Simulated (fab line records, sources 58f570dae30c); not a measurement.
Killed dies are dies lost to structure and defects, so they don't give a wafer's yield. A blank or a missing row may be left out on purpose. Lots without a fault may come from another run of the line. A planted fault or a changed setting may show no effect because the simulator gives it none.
fab line records | flow berkeley_cmos170
record lots=5 wafers=15 last_day=11
route steps=331 shown V2@296 M3@309
lots that met no fault: from a run of the same line without faults
start_h: hours from the record's first day to the start of the lot's first wafer shown | wait_h: hours since the lot's step before | " the same as in the row above | L1.1+2: a row that stands for several wafers | - no value, or no start given | * or withheld: withheld | < > ~ a bound
route shown NAME@n: a module of which the file shows steps, and the number in the route of the first | usual: mean/standard deviation of fault-free wafers | same: alike in all rows | chamber/n: place in a boat | sites: the reading at each site | _std_site: their standard deviation | _edge_site: outer sites' mean less inner sites' | radius_mm: how far each site lies from the wafer's centre | mask NAME#n: copy n | behind: the tool/chamber that last shaped the wafer | hold: why the lot was held/for how many hours/how that ended | device: the transistor (n, p or np) that didn't switch | end of line: the same wafers' tests at the end of the route | a step without rows: its recipe alone | killed: dies lost to structure and defects at the first sort, not the wafer's yield | map: a wafer's dies, x killed, . not, _ none there
set.NAME: the setting as run; set.NAME@STEP: as run at that earlier step | model.NAME: the simulator's own value behind a step, which no gauge read
lots at some steps of the route; a table a step, a row a wafer
services: from which hour (start_h, from the record's first day; less than 0 if before it) a tool's chamber was out of use, for how many hours, and why
## steps
# step UCB170_V2_THK_MEAS_04
# recipe reads=SiO2_of_V2_CVD_00
# usual V2_POLISHED_THK=1000.4/1.3
# columns lot.wafer tool chamber start_h wait_h V2_POLISHED_THK[nm]
L080.2 film_metro-02 - 186.73 0.1 1000.3
L080.5 " - " " 1000.5
L080.6 " - " " 1000.8
L083.1 film_metro-02 - 194.83 0.1 1001.4
L083.2 " - " " 1000.7
L083.3 " - " " 1003.9
L089.1 film_metro-04 - 224.17 0.1 999.1
L089.2 " - " " 999.0
L089.5 " - " " 997.3
L096.1 film_metro-02 - 258.68 0.1 1000.5
L096.3 " - " " 1000.7
L096.4 " - " " 998.2
L097.2 film_metro-01 - 259.13 0.1 1000.5
L097.5 " - " " 999.8
L097.6 " - " " 1003.8
# step UCB170_V2_CLEAN_05
# recipe chemistry=DIW
# columns lot.wafer tool chamber start_h wait_h
L080.2+5+6 wet_bench-04 2 186.78 0.0
L083.1+2+3 wet_bench-02 0 194.89 0.1
L089.1+2+5 wet_bench-01 0 224.23 0.1
L096.1+3+4 wet_bench-04 2 258.99 0.3
L097.2+5+6 wet_bench-04 1 259.18 0.0
# step UCB170_V2_HMDS_06
# recipe prime_time_s=60 prime_temp_c=100
# columns lot.wafer tool chamber start_h wait_h
L080.2+5+6 litho_track-03 0 186.98 0.0
L083.1+2+3 litho_track-03 0 195.36 0.3
L089.1+2+5 litho_track-01 0 224.79 0.4
L096.1+3+4 litho_track-01 0 259.17 0.0
L097.2+5+6 litho_track-01 0 259.64 0.3
# step UCB170_V2_COAT_07
# recipe resist=KrF spin_rpm=1500 resist_thk_nm=900
# usual spin_speed_rpm=1500.0/0.98
# columns lot.wafer tool chamber start_h wait_h spin_speed_rpm
L080.2 litho_track-03 0 187.13 0.1 1498.8
L080.5 " 0 " " 1499.0
L080.6 " 0 " " 1498.5
L083.1 litho_track-03 0 195.51 0.1 1501.0
L083.2 " 0 " " 1499.4
L083.3 " 0 " " 1499.3
L089.1 litho_track-01 0 224.94 0.1 1499.4
L089.2 " 0 " " 1499.4
L089.5 " 0 " " 1499.4
L096.1 litho_track-01 0 259.32 0.1 1499.6
L096.3 " 0 " " 1499.8
L096.4 " 0 " " 1500.8
L097.2 litho_track-01 0 259.79 0.1 1498.9
L097.5 " 0 " " 1499.6
L097.6 " 0 " " 1500.8
# step UCB170_V2_SOFTBAKE_08
# recipe resist=KrF temp_c=130 time_s=60
# usual heater_power_total_W=56.80/0.047 plate_temp_C=130.01/0.13
# columns lot.wafer tool chamber start_h wait_h heater_power_total_W plate_temp_C
L080.2 litho_track-03 0 187.28 0.1 56.78 130.17
L080.5 " 0 " " 56.76 129.82
L080.6 " 0 " " 56.79 129.99
L083.1 litho_track-03 0 195.66 0.1 56.88 130.12
L083.2 " 0 " " 56.71 129.93
L083.3 " 0 " " 56.78 130.15
L089.1 litho_track-01 0 225.09 0.1 56.86 130.08
L089.2 " 0 " " 56.83 129.98
L089.5 " 0 " " 56.85 130.01
L096.1 litho_track-01 0 259.47 0.1 56.82 129.93
L096.3 " 0 " " 56.79 129.97
L096.4 " 0 " " 56.81 130.02
L097.2 litho_track-01 0 259.94 0.1 56.80 130.09
L097.5 " 0 " " 56.72 130.00
L097.6 " 0 " " 56.74 130.19
# step UCB170_V2_EXPOSE_09
# recipe mask_id=VIA2 target_cd_nm=700 na=0.5 sigma_outer=0.6 source_shape=conventional dose_mj=37
# columns lot.wafer tool chamber start_h wait_h mask
L080.2+5+6 krf_scanner-01 0 187.43 0.1 VIA2#0
L083.1+2+3 krf_scanner-01 0 195.93 0.2 VIA2#0
L089.1+2+5 krf_scanner-02 0 225.36 0.2 VIA2#0
L096.1+3+4 krf_scanner-01 0 259.62 0.1 VIA2#0
L097.2+5+6 krf_scanner-02 0 260.21 0.2 VIA2#0
# step UCB170_V2_PEB_10
# recipe peb_temp_c=130 peb_time_s=withheld resist=KrF
# usual plate_temp_C=130.01/0.14
# columns lot.wafer tool chamber start_h wait_h plate_temp_C
L080.2 litho_track-03 0 187.55 0.1 130.11
L080.5 " 0 " " 130.07
L080.6 " 0 " " 130.10
L083.1 litho_track-02 0 196.24 0.3 129.85
L083.2 " 0 " " 129.84
L083.3 " 0 " " 129.93
L089.1 litho_track-03 0 225.67 0.3 130.11
L089.2 " 0 " " 129.92
L089.5 " 0 " " 129.94
L096.1 litho_track-03 0 260.03 0.4 130.28
L096.3 " 0 " " 130.02
L096.4 " 0 " " 129.82
L097.2 litho_track-01 0 260.33 0.1 130.02
L097.5 " 0 " " 130.04
L097.6 " 0 " " 130.04
# step UCB170_V2_DEVELOP_11
# recipe developer=TMAH develop_time_s=45 resist=KrF dev_temp_c=21
# usual developer_temp_C=21.02/0.12
# columns lot.wafer tool chamber start_h wait_h developer_temp_C
L080.2 litho_track-03 0 - - 20.93
L080.5 " 0 " " 21.06
L080.6 " 0 " " 20.91
L083.1 litho_track-02 0 - - 20.99
L083.2 " 0 " " 21.09
L083.3 " 0 " " 21.09
L089.1 litho_track-03 0 - - 20.92
L089.2 " 0 " " 20.96
L089.5 " 0 " " 20.96
L096.1 litho_track-03 0 - - 21.10
L096.3 " 0 " " 21.09
L096.4 " 0 " " 21.09
L097.2 litho_track-01 0 - - 20.80
L097.5 " 0 " " 21.00
L097.6 " 0 " " 20.96
# step UCB170_V2_CD_MEAS_12
# recipe target_cd_nm=700
# usual cd_nm=700.2/1.3
# columns lot.wafer tool chamber start_h wait_h cd_nm
L080.2 cd_sem-02 - 187.82 - 700.8
L080.5 " - " " 699.6
L080.6 " - " " 699.0
L083.1 cd_sem-02 - 196.52 - 701.7
L083.2 " - " " 701.7
L083.3 " - " " 701.7
L089.1 cd_sem-01 - 225.95 - 700.8
L089.2 " - " " 701.1
L089.5 " - " " 701.6
L096.1 cd_sem-02 - 260.31 - 702.1
L096.3 " - " " 701.4
L096.4 " - " " 700.4
L097.2 cd_sem-01 - 260.68 - 699.3
L097.5 " - " " 699.9
L097.6 " - " " 699.6
# step UCB170_V2_OVL_MEAS_13
# usual V2_OVL=1/5.6
# columns lot.wafer tool chamber start_h wait_h V2_OVL[nm]
L080.2 overlay-02 - 187.92 0.1 15
L080.5 " - " " 6
L080.6 " - " " 12
L083.1 overlay-01 - 196.64 0.1 -2
L083.2 " - " " -1
L083.3 " - " " -2
L089.1 overlay-02 - 226.07 0.1 0
L089.2 " - " " -2
L089.5 " - " " 5
L096.1 overlay-02 - 260.43 0.1 5
L096.3 " - " " 7
L096.4 " - " " 3
L097.2 overlay-01 - 260.79 0.1 4
L097.5 " - " " 1
L097.6 " - " " 4
# step UCB170_V2_ETCH_14
# recipe chemistry=CHF3/CF4/Ar target=SiO2 stop_on=Al CHF3_flow_sccm=45 cf4_flow_sccm=15 Ar_flow_sccm=150 pressure_mtorr=200 rf_w=700 target_depth_a=12500 over_etch_frac=0.25 time_s=291
# usual drypump_motor_current_A=5.9/0.39 mfc_ar_sccm=150.0/0.45 oes_product_au=0.877/0.014 throttle_valve_pct=6.97/0.13
# columns lot.wafer tool chamber start_h wait_h drypump_motor_current_A mfc_ar_sccm oes_product_au rf_hours_counter_h throttle_valve_pct
L080.2 rie_diel-04 3 187.95 0.0 6.0 150.3 0.857 13 6.81
L080.5 " 1 " " 5.2 149.5 0.890 - 7.03
L080.6 " 0 " " 5.6 150.0 0.900 - 6.73
L083.1 rie_diel-01 2 196.67 0.0 5.8 150.2 0.876 143 6.89
L083.2 " 3 " " 6.3 150.7 0.886 66 7.05
L083.3 " 0 " " 5.9 149.4 0.881 2 7.12
L089.1 rie_diel-02 0 226.10 0.0 5.5 150.1 0.863 24 7.17
L089.2 " 1 " " 6.4 150.1 0.900 1 7.02
L089.5 " 0 " " 5.5 149.8 0.865 - 7.17
L096.1 rie_diel-04 2 260.46 0.0 6.3 149.3 0.887 0 6.93
L096.3 " 0 " " 5.6 149.7 0.900 41 6.73
L096.4 " 2 " " 6.2 150.0 0.878 - 6.90
L097.2 rie_diel-02 2 260.82 0.0 5.3 149.7 0.866 43 7.13
L097.5 " 0 " " 5.6 150.4 0.868 - 7.17
L097.6 " 1 " " 6.4 149.4 0.895 - 7.01
# step UCB170_V2_STRIP_15
# recipe chemistry=O2 power_w=400 pressure_mtorr=3500 platen_temp_c=withheld o2_flow_sccm=400 overash_fraction=0.5
# usual drypump_motor_current_A=5.7/0.44 oes_product_au=0.722/0.0042 strip_time_to_endpoint_s=15.29/0.1
# columns lot.wafer tool chamber start_h wait_h drypump_motor_current_A oes_product_au rf_hours_counter_h strip_time_to_endpoint_s
L080.2 plasma_asher-04 0 188.13 0.1 5.8 0.728 50 15.44
L080.5 " 0 " " 5.8 0.722 - 15.11
L080.6 " 1 " " 6.1 0.729 - 15.19
L083.1 plasma_asher-02 1 196.85 0.1 5.4 0.720 50 15.04
L083.2 " 0 " " 5.7 0.722 50 15.10
L083.3 " 1 " " 5.4 0.726 - 15.18
L089.1 plasma_asher-04 1 226.28 0.1 6.1 0.718 54 15.32
L089.2 " 0 " " 5.8 0.716 54 15.42
L089.5 " 0 " " 5.8 0.723 - 15.39
L096.1 plasma_asher-02 0 260.64 0.1 5.8 0.721 57 15.19
L096.3 " 1 " " 5.4 0.723 - 15.17
L096.4 " 0 " " 5.7 0.718 - 15.14
L097.2 plasma_asher-03 1 261.00 0.1 5.0 0.728 52 15.43
L097.5 " 0 " " 6.4 0.716 - 15.35
L097.6 " 1 " " 5.0 0.728 - 15.38
# step UCB170_V2_CD_MEAS_90
# recipe target_cd_nm=700
# usual cd_nm=700.5/1.8
# columns lot.wafer tool chamber start_h wait_h cd_nm
L080.2 cd_sem-01 - 188.25 0.1 699.8
L080.5 " - " " 700.4
L080.6 " - " " 700.7
L083.1 cd_sem-01 - 196.95 0.1 702.2
L083.2 " - " " 700.7
L083.3 " - " " 701.6
L089.1 cd_sem-02 - 226.38 0.1 701.1
L089.2 " - " " 702.7
L089.5 " - " " 701.1
L096.1 cd_sem-02 - 260.74 0.1 701.5
L096.3 " - " " 702.0
L096.4 " - " " 699.9
L097.2 cd_sem-02 - 261.12 0.1 701.9
L097.5 " - " " 700.5
L097.6 " - " " 699.5
# step UCB170_M3_PRE_CLEAN_00
# recipe gas=Ar preclean_etch_time_s=60
# columns lot.wafer tool chamber start_h wait_h
L080.2+5+6 pvd_sputter-01 - 188.35 0.1
L083.1+2+3 pvd_sputter-01 - 197.07 0.1
L089.1+2+5 pvd_sputter-03 - 226.50 0.1
L096.1+3+4 pvd_sputter-03 - 260.86 0.1
L097.2+5+6 pvd_sputter-01 - 261.22 0.1
# step UCB170_M3_SPUTTER_01
# recipe material=Al target_thk_nm=900 time_s=120 power_w=6000 chamber_pressure_pa=0.5
# usual throttle_valve_pct=29.9/0.78
# columns lot.wafer tool chamber start_h wait_h throttle_valve_pct
L080.2 pvd_sputter-01 - 188.42 0.0 30.3
L080.5 " - " " 29.4
L080.6 " - " " 30.4
L083.1 pvd_sputter-01 - 197.14 0.0 30.7
L083.2 " - " " 29.3
L083.3 " - " " 29.5
L089.1 pvd_sputter-03 - 226.57 0.0 29.3
L089.2 " - " " 28.9
L089.5 " - " " 30.4
L096.1 pvd_sputter-03 - 260.93 0.0 28.9
L096.3 " - " " 29.4
L096.4 " - " " 30.4
L097.2 pvd_sputter-01 - 261.28 0.0 30.9
L097.5 " - " " 29.5
L097.6 " - " " 30.5
# step UCB170_M3_RS_MEAS_02
# recipe thk_meas_gauge=four-point-probe reads=Al_of_M3_SPUTTER_01
# usual M3_AL_RS=0.0321/0.00051
# columns lot.wafer tool chamber start_h wait_h M3_AL_RS[ohm/sq]
L080.2 film_metro-01 - 188.52 0.1 0.0321
L080.5 " - " " 0.0326
L080.6 " - " " 0.0321
L083.1 film_metro-01 - 197.22 0.0 0.0319
L083.2 " - " " 0.0333
L083.3 " - " " 0.0318
L089.1 film_metro-03 - 226.65 0.0 0.0322
L089.2 " - " " 0.0321
L089.5 " - " " 0.0320
L096.1 film_metro-01 - 261.01 0.0 0.0316
L096.3 " - " " 0.0319
L096.4 " - " " 0.0313
L097.2 film_metro-03 - 261.39 0.1 0.0316
L097.5 " - " " 0.0328
L097.6 " - " " 0.0322
# step UCB170_M3_THK_MEAS_03
# recipe thk_meas_gauge=xrf reads=Al_of_M3_SPUTTER_01
# usual M3_AL_THK=916/15
# columns lot.wafer tool chamber start_h wait_h M3_AL_THK[nm]
L080.2 film_metro-01 - 188.63 0.1 911
L080.5 " - " " 896
L080.6 " - " " 910
L083.1 film_metro-01 - 197.34 0.1 922
L083.2 " - " " 887
L083.3 " - " " 922
L089.1 film_metro-03 - 226.77 0.1 925
L089.2 " - " " 927
L089.5 " - " " 928
L096.1 film_metro-01 - 261.13 0.1 928
L096.3 " - " " 918
L096.4 " - " " 938
L097.2 film_metro-03 - 261.50 0.1 930
L097.5 " - " " 906
L097.6 " - " " 917
# step UCB170_M3_HMDS_04
# recipe prime_time_s=60 prime_temp_c=100
# columns lot.wafer tool chamber start_h wait_h
L080.2+5+6 litho_track-01 0 188.80 0.2
L083.1+2+3 litho_track-04 0 197.58 0.2
L089.1+2+5 litho_track-02 0 226.83 0.1
L096.1+3+4 litho_track-01 0 261.19 0.1
L097.2+5+6 litho_track-04 0 261.57 0.1
# step UCB170_M3_COAT_05
# recipe resist=KrF spin_rpm=1500 resist_thk_nm=900
# usual spin_speed_rpm=1500.0/0.93
# columns lot.wafer tool chamber start_h wait_h spin_speed_rpm
L080.2 litho_track-01 0 188.95 0.1 1498.5
L080.5 " 0 " " 1498.8
L080.6 " 0 " " 1500.2
L083.1 litho_track-04 0 197.73 0.1 1498.1
L083.2 " 0 " " 1500.8
L083.3 " 0 " " 1498.3
L089.1 litho_track-02 0 226.98 0.1 1501.1
L089.2 " 0 " " 1500.7
L089.5 " 0 " " 1501.3
L096.1 litho_track-01 0 261.34 0.1 1499.9
L096.3 " 0 " " 1499.7
L096.4 " 0 " " 1499.3
L097.2 litho_track-04 0 261.72 0.1 1500.1
L097.5 " 0 " " 1500.4
L097.6 " 0 " " 1500.4
# step UCB170_M3_SOFTBAKE_06
# recipe resist=KrF temp_c=130 time_s=60
# usual heater_power_total_W=56.80/0.048 plate_temp_C=130.00/0.14
# columns lot.wafer tool chamber start_h wait_h heater_power_total_W plate_temp_C
L080.2 litho_track-01 0 189.10 0.1 56.84 130.23
L080.5 " 0 " " 56.82 130.22
L080.6 " 0 " " 56.76 130.04
L083.1 litho_track-04 0 197.88 0.1 56.77 130.34
L083.2 " 0 " " 56.85 130.01
L083.3 " 0 " " 56.74 129.91
L089.1 litho_track-02 0 227.13 0.1 56.81 129.90
L089.2 " 0 " " 56.74 130.01
L089.5 " 0 " " 56.75 130.02
L096.1 litho_track-01 0 261.49 0.1 56.87 129.95
L096.3 " 0 " " 56.76 129.92
L096.4 " 0 " " 56.82 130.04
L097.2 litho_track-04 0 261.87 0.1 56.79 129.97
L097.5 " 0 " " 56.72 129.88
L097.6 " 0 " " 56.79 129.95
# step UCB170_M3_STRIP_07
# recipe chemistry=O2 power_w=400 pressure_mtorr=3500 platen_temp_c=withheld o2_flow_sccm=400 overash_fraction=0.5
# usual drypump_motor_current_A=5.5/0.44 oes_product_au=0.734/0.0044 strip_time_to_endpoint_s=21.98/0.072
# columns lot.wafer tool chamber start_h wait_h drypump_motor_current_A oes_product_au rf_hours_counter_h strip_time_to_endpoint_s
L080.2 plasma_asher-03 1 189.22 0.1 5.1 0.741 43 22.11
L080.5 " 1 " " 5.1 0.730 - 22.05
L080.6 " 0 " " 6.3 0.733 - 22.04
L083.1 plasma_asher-03 0 198.03 0.1 6.3 0.737 44 22.02
L083.2 " 1 " " 5.0 0.727 44 21.98
L083.3 " 0 " " 6.3 0.727 - 21.97
L089.1 plasma_asher-03 1 227.28 0.1 5.0 0.733 48 21.82
L089.2 " 0 " " 6.3 0.738 48 21.85
L089.5 " 0 " " 6.3 0.729 - 21.88
L096.1 plasma_asher-01 1 261.64 0.1 5.2 0.731 15 22.11
L096.3 " 0 " " 5.3 0.735 - 22.09
L096.4 " 1 " " 5.2 0.741 - 22.02
L097.2 plasma_asher-02 0 262.00 0.1 5.7 0.738 57 22.00
L097.5 " 1 " " 5.4 0.737 - 22.00
L097.6 " 0 " " 5.8 0.738 - 21.96
# step UCB170_M3_STRIP_08
# recipe chemistry=DMSO temp_c=80 time_s=600 material=KrF
# columns lot.wafer tool chamber start_h wait_h
L080.2+5+6 wet_bench-04 3 189.32 0.1
L083.1+2+3 wet_bench-04 1 198.13 0.1
L089.1+2+5 wet_bench-04 1 227.43 0.1
L096.1+3+4 wet_bench-04 0 261.74 0.1
L097.2+5+6 wet_bench-04 1 262.10 0.1
# step UCB170_M3_COAT_09
# recipe resist=BARC temp_c=withheld time_s=withheld spin_rpm=3000 resist_thk_nm=withheld
# usual spin_speed_rpm=3000.3/2.1
# columns lot.wafer tool chamber start_h wait_h spin_speed_rpm
L080.2 litho_track-02 0 189.58 0.1 3001.8
L080.5 " 0 " " 3001.6
L080.6 " 0 " " 3002.1
L083.1 litho_track-01 0 198.30 0.0 3002.4
L083.2 " 0 " " 3003.4
L083.3 " 0 " " 2999.9
L089.1 litho_track-04 0 227.66 0.1 2999.5
L089.2 " 0 " " 3003.1
L089.5 " 0 " " 2999.0
L096.1 litho_track-01 0 262.09 0.2 3000.0
L096.3 " 0 " " 2998.0
L096.4 " 0 " " 2997.0
L097.2 litho_track-02 0 262.50 0.2 3001.5
L097.5 " 0 " " 2999.7
L097.6 " 0 " " 3000.0
# step UCB170_M3_COAT_10
# recipe resist=KrF spin_rpm=1500 resist_thk_nm=900
# usual spin_speed_rpm=1500.1/0.99
# columns lot.wafer tool chamber start_h wait_h spin_speed_rpm
L080.2 litho_track-02 0 - - 1501.7
L080.5 " 0 " " 1500.2
L080.6 " 0 " " 1499.1
L083.1 litho_track-01 0 - - 1499.8
L083.2 " 0 " " 1500.0
L083.3 " 0 " " 1499.5
L089.1 litho_track-04 0 - - 1500.8
L089.2 " 0 " " 1500.2
L089.5 " 0 " " 1500.1
L096.1 litho_track-01 0 - - 1500.6
L096.3 " 0 " " 1501.3
L096.4 " 0 " " 1500.1
L097.2 litho_track-02 0 - - 1497.2
L097.5 " 0 " " 1499.9
L097.6 " 0 " " 1499.3
# step UCB170_M3_SOFTBAKE_11
# recipe resist=KrF temp_c=130 time_s=57.7
# usual heater_power_total_W=57.43/0.046 plate_temp_C=129.99/0.13
# columns lot.wafer tool chamber start_h wait_h heater_power_total_W plate_temp_C
L080.2 litho_track-02 0 - - 57.47 130.11
L080.5 " 0 " " 57.41 130.08
L080.6 " 0 " " 57.39 129.98
L083.1 litho_track-01 0 - - 57.39 130.22
L083.2 " 0 " " 57.43 130.00
L083.3 " 0 " " 57.54 130.12
L089.1 litho_track-04 0 - - 57.47 129.97
L089.2 " 0 " " 57.52 130.08
L089.5 " 0 " " 57.38 129.96
L096.1 litho_track-01 0 - - 57.43 130.07
L096.3 " 0 " " 57.41 129.95
L096.4 " 0 " " 57.38 129.99
L097.2 litho_track-02 0 - - 57.44 130.03
L097.5 " 0 " " 57.40 129.83
L097.6 " 0 " " 57.50 129.97
# step UCB170_M3_EXPOSE_12
# recipe mask_id=METAL3 target_cd_nm=700 na=0.5 sigma_outer=0.6 source_shape=conventional dose_mj=26
# columns lot.wafer tool chamber start_h wait_h mask
L080.2+5+6 krf_scanner-01 0 190.15 - METAL3#0
L083.1+2+3 krf_scanner-01 0 198.75 - METAL3#0
L089.1+2+5 krf_scanner-01 0 228.42 - METAL3#0
L096.1+3+4 krf_scanner-01 0 262.69 - METAL3#0
L097.2+5+6 krf_scanner-02 0 263.07 - METAL3#0
# step UCB170_M3_PEB_13
# recipe peb_temp_c=130 peb_time_s=withheld resist=KrF
# usual heater_power_total_W=56.80/0.045 plate_temp_C=129.97/0.13
# columns lot.wafer tool chamber start_h wait_h heater_power_total_W plate_temp_C
L080.2 litho_track-01 0 190.70 0.5 56.81 129.92
L080.5 " 0 " " 56.85 129.84
L080.6 " 0 " " 56.76 129.83
L083.1 litho_track-04 0 198.87 0.1 56.80 130.04
L083.2 " 0 " " 56.83 129.86
L083.3 " 0 " " 56.80 129.89
L089.1 litho_track-02 0 228.54 0.1 56.82 129.94
L089.2 " 0 " " 56.84 129.75
L089.5 " 0 " " 56.78 129.94
L096.1 litho_track-02 0 262.92 0.2 56.95 129.81
L096.3 " 0 " " 56.84 129.82
L096.4 " 0 " " 56.88 129.89
L097.2 litho_track-02 0 263.22 0.1 56.77 129.96
L097.5 " 0 " " 56.89 129.80
L097.6 " 0 " " 56.76 129.66
# step UCB170_M3_DEVELOP_14
# recipe developer=TMAH develop_time_s=45 resist=KrF dev_temp_c=21
# usual developer_temp_C=21.01/0.11
# columns lot.wafer tool chamber start_h wait_h developer_temp_C
L080.2 litho_track-01 0 - - 20.97
L080.5 " 0 " " 20.92
L080.6 " 0 " " 20.83
L083.1 litho_track-04 0 - - 21.07
L083.2 " 0 " " 21.15
L083.3 " 0 " " 21.09
L089.1 litho_track-02 0 - - 21.05
L089.2 " 0 " " 20.92
L089.5 " 0 " " 20.94
L096.1 litho_track-02 0 - - 20.81
L096.3 " 0 " " 21.01
L096.4 " 0 " " 21.07
L097.2 litho_track-02 0 - - 20.90
L097.5 " 0 " " 20.98
L097.6 " 0 " " 21.12
# step UCB170_M3_CD_MEAS_15
# recipe target_cd_nm=700
# usual cd_nm=700.2/1.4
# columns lot.wafer tool chamber start_h wait_h cd_nm
L080.2 cd_sem-02 - 190.97 - 699.0
L080.5 " - " " 699.2
L080.6 " - " " 699.0
L083.1 cd_sem-01 - 199.14 - 700.8
L083.2 " - " " 699.9
L083.3 " - " " 700.1
L089.1 cd_sem-01 - 228.82 - 700.7
L089.2 " - " " 701.2
L089.5 " - " " 700.3
L096.1 cd_sem-01 - 263.20 - 699.9
L096.3 " - " " 698.6
L096.4 " - " " 700.6
L097.2 cd_sem-02 - 263.49 - 697.5
L097.5 " - " " 697.2
L097.6 " - " " 697.9
# step UCB170_M3_OVL_MEAS_16
# usual M3_OVL=2/5
# columns lot.wafer tool chamber start_h wait_h M3_OVL[nm]
L080.2 overlay-01 - 191.07 0.1 -7
L080.5 " - " " -7
L080.6 " - " " -6
L083.1 overlay-02 - 199.26 0.1 2
L083.2 " - " " 8
L083.3 " - " " 6
L089.1 overlay-02 - 228.94 0.1 0
L089.2 " - " " -4
L089.5 " - " " 0
L096.1 overlay-02 - 263.32 0.1 11
L096.3 " - " " 12
L096.4 " - " " 8
L097.2 overlay-01 - 263.60 0.1 -2
L097.5 " - " " -1
L097.6 " - " " 6
# step UCB170_M3_ETCH_17
# recipe chemistry=N2/H2 target_depth_a=withheld overetch_a=withheld target=BARC time_s=withheld source_w=500 bias_w=100 pressure_mtorr=30 n2_flow_sccm=100 h2_flow_sccm=200
# usual drypump_motor_current_A=5.9/0.4 oes_product_au=1.007/0.02 throttle_valve_pct=13.34/0.17
# columns lot.wafer tool chamber start_h wait_h drypump_motor_current_A oes_product_au throttle_valve_pct
L080.2 rie_diel-02 3 191.10 0.0 6.1 0.978 13.31
L080.5 " 3 " " 6.1 0.986 13.30
L080.6 " 2 " " 5.3 0.987 13.46
L083.1 rie_diel-02 3 199.30 0.0 6.1 0.985 13.31
L083.2 " 0 " " 5.5 0.996 13.41
L083.3 " 2 " " 5.4 0.993 13.46
L089.1 rie_diel-01 3 228.97 0.0 6.3 1.021 13.46
L089.2 " 1 " " 6.2 1.005 13.19
L089.5 " 3 " " 6.3 1.025 13.45
L096.1 rie_diel-02 3 263.36 0.0 6.1 0.977 13.32
L096.3 " 1 " " 6.4 1.036 13.49
L096.4 " 2 " " 5.4 0.983 13.44
L097.2 rie_diel-01 0 263.63 0.0 5.9 0.999 13.49
L097.5 " 0 " " 5.9 0.998 13.49
L097.6 " 1 " " 6.2 1.013 13.18
# step UCB170_M3_METAL_ETCH_18
# recipe chemistry=Cl2/BCl3 target=Al stop_on=SiO2 pressure_mtorr=12 target_depth_a=11700 over_etch_frac=0.3 time_s=195 icp_w=600 bias_w=120 Cl2_flow_sccm=90 bcl3_flow_sccm=45
# usual drypump_motor_current_A=5.5/0.42 oes_product_au=0.857/0.018 throttle_valve_pct=24.40/0.22
# columns lot.wafer tool chamber start_h wait_h drypump_motor_current_A oes_product_au rf_hours_counter_h throttle_valve_pct
L080.2 rie_metal-03 1 191.14 - 5.3 0.871 8.0 24.51
L080.5 " 0 " " 5.5 0.864 - 24.00
L080.6 " 1 " " 5.3 0.860 - 24.52
L083.1 rie_metal-01 1 199.34 - 4.9 0.849 5.1 24.51
L083.2 " 0 " " 5.8 0.854 0.6 24.66
L083.3 " 0 " " 5.8 0.886 - 24.63
L089.1 rie_metal-03 1 229.01 - 5.3 0.858 9.0 24.50
L089.2 " 0 " " 5.5 0.878 2.5 24.01
L089.5 " 1 " " 5.3 0.871 - 24.49
L096.1 rie_metal-03 0 263.40 - 5.5 0.881 3.9 24.01
L096.3 " 0 " " 5.5 0.874 - 24.00
L096.4 " 1 " " 5.3 0.888 - 24.50
L097.2 rie_metal-01 0 263.67 - 5.8 0.878 3.0 24.64
L097.5 " 0 " " 5.8 0.860 - 24.66
L097.6 " 1 " " 4.9 0.841 - 24.51
# step UCB170_M3_STRIP_19
# recipe chemistry=O2 power_w=400 pressure_mtorr=3500 platen_temp_c=withheld o2_flow_sccm=400 overash_fraction=0.5
# usual drypump_motor_current_A=5.5/0.4 oes_product_au=0.538/0.022
# columns lot.wafer tool chamber start_h wait_h drypump_motor_current_A oes_product_au rf_hours_counter_h
L080.2 plasma_asher-02 0 191.33 0.1 5.7 0.514 49
L080.5 " 1 " " 5.4 0.536 -
L080.6 " 0 " " 5.7 0.526 -
L083.1 plasma_asher-02 0 199.53 0.1 5.7 0.560 50
L083.2 " 1 " " 5.4 0.570 50
L083.3 " 0 " " 5.8 0.564 -
L089.1 plasma_asher-02 0 229.20 0.1 5.7 0.517 53
L089.2 " 1 " " 5.4 0.531 53
L089.5 " 1 " " 5.4 0.518 -
L096.1 plasma_asher-03 1 263.59 0.1 5.0 0.562 52
L096.3 " 1 " " 5.1 0.550 -
L096.4 " 0 " " 6.3 0.529 -
L097.2 plasma_asher-02 1 263.86 0.1 5.4 0.580 57
L097.5 " 1 " " 5.4 0.562 -
L097.6 " 0 " " 5.7 0.566 -
# step UCB170_M3_CD_MEAS_90
# recipe target_cd_nm=700
# usual cd_nm=701/4.3
# columns lot.wafer tool chamber start_h wait_h cd_nm
L080.2 cd_sem-02 - 191.45 0.1 703
L080.5 " - " " 695
L080.6 " - " " 703
L083.1 cd_sem-01 - 199.63 0.1 701
L083.2 " - " " 704
L083.3 " - " " 702
L089.1 cd_sem-01 - 229.30 0.1 702
L089.2 " - " " 700
L089.5 " - " " 705
L096.1 cd_sem-02 - 263.69 0.1 696
L096.3 " - " " 693
L096.4 " - " " 703
L097.2 cd_sem-02 - 263.98 0.1 705
L097.5 " - " " 699
L097.6 " - " " 703
# step UCB170_M3_BOW_MEAS_20
# recipe mode=bow
# usual M3_BOW=35/6.9
# columns lot.wafer tool chamber start_h wait_h M3_BOW[um]
L080.2 film_metro-01 - 191.57 0.1 31
L080.5 " - " " 45
L080.6 " - " " 37
L083.1 film_metro-01 - 199.75 0.1 36
L083.2 " - " " 26
L083.3 " - " " 18
L089.1 film_metro-01 - 229.42 0.1 24
L089.2 " - " " 28
L089.5 " - " " 33
L096.1 film_metro-02 - 263.81 0.1 37
L096.3 " - " " 39
L096.4 " - " " 35
L097.2 film_metro-02 - 264.10 0.1 41
L097.5 " - " " 34
L097.6 " - " " 38
## services
# columns tool chamber start_h hours kind
plasma_asher-01 - 165.91 4.3 pm
krf_scanner-02 - 171.65 1.0 pm
rie_diel-02 1 179.63 - clean
rie_diel-02 1 179.63 21.5 scheduled_down
rie_diel-02 - 186.69 0.1 repair
wet_bench-01 - 195.35 0.9 repair
pvd_sputter-03 - 195.92 5.0 repair
pvd_sputter-01 - 199.27 3.1 repair
pvd_sputter-01 3 204.91 - consumable_replace:kit
pvd_sputter-01 3 204.91 18.0 scheduled_down
pvd_sputter-01 3 204.91 18.0 vent_cycle
pvd_sputter-01 - 206.78 0.5 repair
krf_scanner-02 - 210.50 4.0 pm
krf_scanner-01 - 214.52 4.0 pm
rie_diel-04 - 229.03 28.1 pm
krf_scanner-02 - 237.65 0.8 pm
pvd_sputter-03 - 242.20 0.6 repair
krf_scanner-02 - 242.52 4.1 repair
rie_diel-01 2 246.30 10.0 repair
krf_scanner-01 - 247.65 1.0 pm
rie_diel-01 0 253.06 8.4 repair
rie_diel-01 3 253.29 6.6 repair
krf_scanner-01 - 255.88 2.3 repair
rie_diel-04 1 257.63 6.0 repair
## key
fault none
